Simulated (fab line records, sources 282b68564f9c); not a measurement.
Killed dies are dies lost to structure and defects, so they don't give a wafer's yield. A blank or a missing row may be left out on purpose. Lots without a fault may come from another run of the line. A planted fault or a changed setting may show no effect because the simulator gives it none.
fab line records | flow rit_cmos
record lots=6 wafers=18 last_day=7
route steps=202 shown PRETRO@69 GATE@75 FOX2@80 M1@202
lots that met no fault: from a run of the same line without faults
start_h: hours from the record's first day to the start of the lot's first wafer shown | wait_h: hours since the lot's step before | " the same as in the row above | L1.1+2: a row that stands for several wafers | - no value, or no start given | * or withheld: withheld | < > ~ a bound
route shown NAME@n: a module of which the file shows steps, and the number in the route of the first | usual: mean/standard deviation of fault-free wafers | same: alike in all rows | chamber/n: place in a boat | sites: the reading at each site | _std_site: their standard deviation | _edge_site: outer sites' mean less inner sites' | radius_mm: how far each site lies from the wafer's centre | mask NAME#n: copy n | behind: the tool/chamber that last shaped the wafer | hold: why the lot was held/for how many hours/how that ended | device: the transistor (n, p or np) that didn't switch | end of line: the same wafers' tests at the end of the route | a step without rows: its recipe alone | killed: dies lost to structure and defects at the first sort, not the wafer's yield | map: a wafer's dies, x killed, . not, _ none there
set.NAME: the setting as run; set.NAME@STEP: as run at that earlier step | model.NAME: the simulator's own value behind a step, which no gauge read
lots at some steps of the route; a table a step, a row a wafer
services: from which hour (start_h, from the record's first day; less than 0 if before it) a tool's chamber was out of use, for how many hours, and why
## steps
# step RIT_PRETRO_DEVELOP_05
# recipe resist=NOVOLAK develop_time_s=68 dev_temp_c=23
# step RIT_PRETRO_OVL_MEAS_06
# usual PRETRO_OVL=-0.3/1.3
# columns lot.wafer tool chamber start_h wait_h PRETRO_OVL[nm]
L664.1 overlay-01 - 31.34 - -0.4
L664.2 " - " " -0.6
L664.6 " - " " 0.8
L671.1 overlay-02 - 66.28 - 2.8
L671.2 " - " " 0.6
L671.4 " - " " 2.5
L677.1 overlay-01 - 96.22 - -0.6
L677.2 " - " " 0.0
L677.4 " - " " 0.0
L681.1 overlay-02 - 116.50 - -0.9
L681.2 " - " " -0.4
L681.4 " - " " -0.6
L683.1 overlay-02 - 125.61 - 0.6
L683.3 " - " " 0.2
L683.4 " - " " 1.0
L685.2 overlay-01 - 136.32 - -2.0
L685.4 " - " " -0.2
L685.6 " - " " -0.6
# step RIT_PRETRO_HARDBAKE_07
# recipe resist=NOVOLAK temp_c=140 time_s=120
# step RIT_PRETRO_IMPLANT_08
# recipe species=B energy_kev=45 dose_cm2=1.2e+13 tilt_deg=7
# step RIT_PRETRO_STRIP_09
# recipe chemistry=O2 time_s=180 resist=NOVOLAK platen_temp_c=withheld power_w=500 pressure_mtorr=4000 o2_flow_sccm=4000
# usual drypump_motor_current_A=5.7/0.4
# columns lot.wafer tool chamber start_h wait_h drypump_motor_current_A rf_hours_counter_h
L664.1 plasma_asher-04 1 31.77 0.1 6.1 20
L664.2 " 0 " " 5.5 20
L664.6 " 1 " " 6.2 -
L671.1 plasma_asher-03 1 66.71 0.1 6.1 43
L671.2 " 0 " " 4.7 43
L671.4 " 0 " " 4.7 -
L677.1 plasma_asher-01 0 96.66 0.1 5.7 47
L677.2 " 1 " " 5.7 47
L677.4 " 1 " " 5.7 -
L681.1 plasma_asher-03 1 116.94 0.1 6.1 49
L681.2 " 0 " " 4.7 49
L681.4 " 0 " " 4.7 -
L683.1 plasma_asher-04 1 126.04 0.1 6.1 31
L683.3 " 1 " " 6.2 -
L683.4 " 0 " " 5.5 -
L685.2 plasma_asher-01 1 136.75 0.1 5.7 2
L685.4 " 1 " " 5.7 -
L685.6 " 0 " " 5.7 -
# step RIT_PRETRO_TW_MEAS_10
# usual PRETRO_TW=476.1/2.5
# columns lot.wafer tool chamber start_h wait_h PRETRO_TW
L664.1 film_metro-04 - 31.95 0.1 479.6
L664.2 " - " " 475.8
L664.6 " - " " 476.1
L671.1 film_metro-02 - 66.89 0.1 475.4
L671.2 " - " " 477.5
L671.4 " - " " 478.2
L677.1 film_metro-04 - 96.83 0.1 476.3
L677.2 " - " " 476.9
L677.4 " - " " 474.6
L681.1 film_metro-04 - 117.12 0.1 475.2
L681.2 " - " " 477.9
L681.4 " - " " 475.4
L683.1 film_metro-01 - 126.22 0.1 475.9
L683.3 " - " " 472.5
L683.4 " - " " 473.5
L685.2 film_metro-01 - 136.93 0.1 473.7
L685.4 " - " " 473.9
L685.6 " - " " 473.8
# step RIT_GATE_WET_ETCH_00
# recipe chemistry=BOE target=SiO2 target_depth_nm=56 time_s=60 dry=n2_spin dilution=10:1 temp_c=21.5
# step RIT_GATE_CLEAN_01
# recipe chemistry=SC1 mix=3:3:50 time_s=600 temp_c=75
# step RIT_GATE_CLEAN_02
# recipe chemistry=dHF dilution=50:1 time_s=30
# step RIT_GATE_CLEAN_03
# recipe chemistry=SC2 mix=3:3:50 time_s=600 temp_c=75 dry=n2_spin
# step RIT_GATE_CLEAN_04
# recipe chemistry=dHF dilution=50:1 time_s=60 dry=n2_spin
# step RIT_FOX2_THK_MEAS_91
# recipe reads=SiO2_of_FOX2_OXIDATION_00
# usual FIELD_OXIDE_LEFT_2_THK=263/8.4
# columns lot.wafer tool chamber start_h wait_h FIELD_OXIDE_LEFT_2_THK[nm]
L664.1 film_metro-04 - 32.42 0.0 265
L664.2 " - " " 273
L664.6 " - " " 269
L671.1 film_metro-03 - 67.37 0.0 249
L671.2 " - " " 248
L671.4 " - " " 250
L677.1 film_metro-04 - 97.34 0.0 269
L677.2 " - " " 267
L677.4 " - " " 267
L681.1 film_metro-01 - 117.60 0.0 260
L681.2 " - " " 265
L681.4 " - " " 261
L683.1 film_metro-01 - 126.70 0.0 266
L683.3 " - " " 266
L683.4 " - " " 262
L685.2 film_metro-01 - 137.41 0.0 268
L685.4 " - " " 271
L685.6 " - " " 271
# step RIT_GATE_OXIDATION_05
# recipe temp_c=900 ambient=O2 target_thk_a=30 ox_time_s=270
# usual ox_time_s=270/0 tube_center_temp_C=900/0.089
# columns lot.wafer tool chamber start_h wait_h ox_time_s tube_center_temp_C model.SiO2_of_GATE_OXIDATION_05.thk_nm
L664.1 furnace-03 0 34.60 2.2 270 899.94 2.977
L664.2 " 0 " " 270 899.86 3.028
L664.6 " 0 " " 270 900.04 3.049
L671.1 furnace-01 0 68.32 0.9 270 899.87 2.951
L671.2 " 0 " " 270 899.99 2.9
L671.4 " 0 " " 270 900.1 2.919
L677.1 furnace-01 0 97.40 0.1 513 899.94 4.959
L677.2 " 0 " " 513 899.87 4.923
L677.4 " 0 " " 513 900.09 4.97
L681.1 furnace-01 0 117.66 0.1 513 900.14 4.856
L681.2 " 0 " " 513 899.97 4.919
L681.4 " 0 " " 513 900.11 4.83
L683.1 furnace-03 0 127.05 0.3 270 899.99 3.074
L683.3 " 0 " " 270 900.01 3.019
L683.4 " 0 " " 270 899.99 3.052
L685.2 furnace-04 0 137.46 0.0 270 900.09 2.938
L685.4 " 0 " " 270 900.01 2.909
L685.6 " 0 " " 270 900.1 2.946
# step RIT_GATE_ANNEAL_06
# recipe temp_c=900 time_s=600 ambient=N2O
# step RIT_GATE_THK_MEAS_07
# recipe reads=SiO2_of_GATE_OXIDATION_05
# usual GATE_OXIDE_THK=3.01/0.071
# columns lot.wafer tool chamber start_h wait_h GATE_OXIDE_THK[nm]
L664.1 film_metro-01 - 37.13 0.0 2.94
L664.2 " - " " 3.03
L664.6 " - " " 3.07
L671.1 film_metro-03 - 69.64 0.0 3.04
L671.2 " - " " 2.89
L671.4 " - " " 2.88
L677.1 film_metro-04 - 98.73 0.0 4.97
L677.2 " - " " 4.96
L677.4 " - " " 4.94
L681.1 film_metro-04 - 118.98 0.0 4.88
L681.2 " - " " 4.92
L681.4 " - " " 4.81
L683.1 film_metro-01 - 128.38 0.0 3.13
L683.3 " - " " 3.01
L683.4 " - " " 3.06
L685.2 film_metro-04 - 138.79 0.0 3.00
L685.4 " - " " 2.89
L685.6 " - " " 2.97
# step RIT_GATE_CVD_08
# recipe material=poly-Si target_thk_nm=250 temp_c=610 precursor=SiH4 time_s=2314 pressure_mtorr=300 sih4_flow_sccm=100
# step RIT_M1_PROBE_99
# usual killed_at_M0_to_M3=0.0/0.14 killed_at_contacts=0.0/0.22 killed_at_front_end=6.5/3 killed_dies=6.6/3 killed_on_rim=1.7/1.3 killed_open=3.4/2.2 killed_short=3.3/1.7
# same gross_dies=264 killed_at_M4_up=0 killed_at_back_side=0 killed_at_other=0
# columns lot.wafer tool chamber start_h wait_h killed_at_M0_to_M3 killed_at_contacts killed_at_front_end killed_dies killed_on_rim killed_open killed_short model.etest.pmos_0p3.r_on_ohm_um model.etest.pmos_turned.r_on_ohm_um model.etest.pmos_0p15.r_on_ohm_um model.etest.nmos_0p3.r_on_ohm_um model.etest.nmos_0p15.r_on_ohm_um model.etest.nmos_0p15.drive_ua_um model.etest.nmos_narrow.drive_ua_um model.etest.nmos_0p3.drive_ua_um
L664.1 prober-01 - 59.96 0.1 0 0 3 3 2 1 2 6293 3539 2864 2151 1150 463 228.5 230.1
L664.2 prober-01 - 60.01 0.1 0 0 3 3 0 1 2 6403 3591 2850 2205 1192 459.1 222.3 226.3
L664.6 prober-01 - 60.21 0.2 0 0 7 7 1 2 5 6400 3528 2802 2207 1172 467 220.5 224.9
L671.1 prober-02 - 92.48 0.1 0 0 4 4 2 2 2 6210 3624 2788 2159 1135 470.7 240.4 229.5
L671.2 prober-02 - 92.53 0.1 0 1 2 3 1 3 0 6121 3460 2709 2105 1104 481.6 247.5 233.2
L671.4 prober-02 - 92.63 0.2 0 0 5 5 2 2 3 6171 3499 2711 2107 1084 485.8 243.9 232
L677.1 prober-02 - 122.66 0.1 1 0 2 3 1 0 3 1.013e+04 5152 4149 3358 1536 266.3 98.03 100
L677.2 prober-02 - 122.71 0.1 0 0 7 7 1 3 4 1.019e+04 4998 3980 3328 1485 286 101.8 102.8
L677.4 prober-02 - 122.81 0.2 0 0 7 7 0 5 2 1.039e+04 5267 4211 3388 1526 264.7 99.21 100.1
L681.1 prober-02 - 143.23 0.1 0 0 5 5 3 2 3 9929 4797 3775 3179 1421 316.1 112.5 114.4
L681.2 prober-02 - 143.28 0.1 0 0 9 9 2 5 4 1.002e+04 4866 3871 3218 1448 295.9 107.9 109.2
L681.4 prober-02 - 143.38 0.2 0 0 8 8 3 5 3 9859 4722 3710 3136 1394 307.6 112.3 113.5
L683.1 prober-02 - 153.35 0.1 0 0 8 8 1 3 5 6297 3352 2685 2203 1160 465.5 227.1 223.1
L683.3 prober-02 - 153.45 0.2 0 0 4 4 2 3 1 6143 3307 2613 2118 1099 474.7 234.5 227.3
L683.4 prober-02 - 153.50 0.2 0 0 6 6 1 3 3 6268 3349 2669 2199 1148 471.5 231.1 224.4
L685.2 prober-02 - 162.90 0.1 0 0 9 9 0 4 5 6089 3269 2608 2111 1116 495.7 247.9 242.6
L685.4 prober-02 - 163.00 0.2 0 0 9 9 1 5 4 6065 3268 2614 2121 1135 503.1 247.8 242.6
L685.6 prober-02 - 163.10 0.2 0 1 4 5 1 2 3 6110 3275 2615 2125 1115 496.1 243.4 238.8
# killed by level:class
L664.1 FOX1:geometric_particle:short=1 SILICIDE:geometric_particle:short=1 SILICIDE:geometric_particle:open=1
L664.2 SILICIDE:geometric_particle:short=1 REOX:geometric_particle:open=1 REOX:geometric_particle:short=1
L664.6 GATE:geometric_particle:short=2 REOX:geometric_particle:open=1 REOX:geometric_particle:short=1 SPACER:geometric_particle:short=1 SILICIDE:geometric_particle:open=1 SILICIDE:geometric_particle:short=1
L671.1 GATE:geometric_particle:open=2 REOX:geometric_particle:short=2
L671.2 FOX1:geometric_particle:open=1 GATE:geometric_particle:open=1 CONTACT:geometric_particle:open=1
L671.4 FOX1:geometric_particle:short=1 GATE:geometric_particle:open=1 GATE:geometric_particle:short=1 SPACER:geometric_particle:open=1 SPACER:geometric_particle:short=1
L677.1 GATE:geometric_particle:short=1 SPACER:geometric_particle:short=1 M1:geometric_particle:short=1
L677.2 GATE:geometric_particle:short=3 FOX1:geometric_particle:open=1 FOX2:geometric_particle:open=1 FOX2:geometric_particle:short=1 GATE:geometric_particle:open=1
L677.4 GATE:geometric_particle:open=2 SILICIDE:geometric_particle:open=2 FOX2:geometric_particle:open=1 SPACER:geometric_particle:short=1 REOX:geometric_particle:short=1
L681.1 GATE:geometric_particle:short=3 SPACER:geometric_particle:open=1 SILICIDE:geometric_particle:open=1
L681.2 GATE:geometric_particle:short=2 SPACER:geometric_particle:open=2 SILICIDE:geometric_particle:short=2 GATE:geometric_particle:open=1 REOX:geometric_particle:open=1 SILICIDE:geometric_particle:open=1
L681.4 REOX:geometric_particle:open=3 GATE:geometric_particle:open=2 REOX:geometric_particle:short=2 GATE:geometric_particle:short=1
L683.1 GATE:geometric_particle:short=3 SILICIDE:geometric_particle:short=2 FOX1:geometric_particle:open=1 SPACER:geometric_particle:open=1 SILICIDE:geometric_particle:open=1
L683.3 FOX1:geometric_particle:open=1 GATE:geometric_particle:open=1 SPACER:geometric_particle:short=1 SPACER:geometric_particle:open=1
L683.4 GATE:geometric_particle:short=2 SILICIDE:geometric_particle:open=2 GATE:geometric_particle:open=1 SPACER:geometric_particle:short=1
L685.2 FOX1:geometric_particle:short=2 GATE:geometric_particle:short=2 FOX1:geometric_particle:open=1 GATE:geometric_particle:open=1 REOX:geometric_particle:open=1 SPACER:geometric_particle:short=1 SPACER:geometric_particle:open=1
L685.4 GATE:geometric_particle:short=4 FOX1:geometric_particle:open=2 FOX2:geometric_particle:open=2 REOX:geometric_particle:open=1
L685.6 FOX2:geometric_particle:open=1 SPACER:geometric_particle:short=1 SILICIDE:geometric_particle:open=1 SILICIDE:geometric_particle:short=1 CONTACT:geometric_particle:short=1
## services
# columns tool chamber start_h hours kind
furnace-01 - 20.91 3.9 pm
plasma_asher-03 - 36.07 1.1 repair
furnace-03 - 98.52 3.2 pm
furnace-03 - 101.69 3.0 pm
plasma_asher-01 - 108.75 9.0 pm
plasma_asher-01 0 108.75 9.0 vent_cycle
plasma_asher-01 1 108.75 9.0 vent_cycle
plasma_asher-01 0 117.75 - clean
plasma_asher-01 1 117.75 - clean
## key
first_sign step=RIT_GATE_OXIDATION_05 reading=ox_time_s direction=up sigmas=99+ usual=* struck=*
effect step=RIT_GATE_THK_MEAS_07 reading=GATE_OXIDE_THK direction=up sigmas=27 usual=3.01 struck=4.91
model_effect step=RIT_GATE_OXIDATION_05 value=SiO2_of_GATE_OXIDATION_05.thk_nm without=3.049 struck=4.91
model_effect step=RIT_M1_PROBE_99 value=etest.pmos_0p3.r_on_ohm_um without=6402 struck=1.009e+04
met_at RIT_GATE_OXIDATION_05
struck_wafers L677.1,L677.2,L677.4,L681.1,L681.2,L681.4
tester_left_out L677,L681
onset_between 68.32 97.40
fault kind=process_parameter_drift tool=furnace-01 chamber=- onset_h=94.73 steps=RIT_GATE_OXIDATION_05 channel=ox_time_s offset=* shape=step end_h=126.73 acts_in=* stated=*
# tester_left_out: of these lots the tester's yield and bins aren't shown, on N5 and GAA mostly nor the transistor test; their killed dies are dies lost to structure and defects alone, not to doping, threshold or leakage, so they don't give the yield
